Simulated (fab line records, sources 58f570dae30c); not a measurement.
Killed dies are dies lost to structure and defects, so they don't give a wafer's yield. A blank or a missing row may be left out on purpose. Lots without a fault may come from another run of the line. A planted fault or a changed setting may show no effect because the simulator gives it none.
Which tool did it? | flow berkeley_cmos170 | 7 lots, 21 wafers sampled, at 1 step of a route of 331

WHAT THE GAUGES READ, wafer by wafer
UCB170_GATE_CD_MEAS_12: target cd 350 nm.
lot  | measured     | on        | cd_nm (nm)
L329 | day 7 13:48  | cd_sem-02 | 350.5 350.9 351.2
L332 | day 7 19:29  | cd_sem-02 | 349.6 349.8 351.3
L335 | day 8 09:17  | cd_sem-01 | 352.4 351.7 352.0
L341 | day 9 08:42  | cd_sem-01 | 351.5 350.7 352.3
L339 | day 9 09:00  | cd_sem-01 | 352.2 351.2 354.1
L343 | day 10 04:46 | cd_sem-01 | 350.6 350.0 348.9
L347 | day 10 22:06 | cd_sem-02 | 351.1 349.7 350.6

WHICH TOOL RAN EACH LOT (tool, then ch and the chambers of the sampled wafers, then the start)
The record holds no process step before these readings.

THE ANSWER, worked out from the rows above alone
Rule: what is usual is taken from the lots themselves. Put in order of their means at a reading, lots are off if they are a third of the lots or fewer, leave a main group of 4 or more, and stand apart from it by a gap of 3 or more times the standard deviation of the main group's means; of several such gaps the widest counts. A main group whose means are all the same, to the digits that the tables above print for the reading, isn't used. A lot without any number at a reading at which 4 lots or more have one is off too. The other lots that the step has rows for count as sound.
No lot is off at any reading shown: from this, nothing can be told.

WHAT THE SIMULATOR HAD PUT IN
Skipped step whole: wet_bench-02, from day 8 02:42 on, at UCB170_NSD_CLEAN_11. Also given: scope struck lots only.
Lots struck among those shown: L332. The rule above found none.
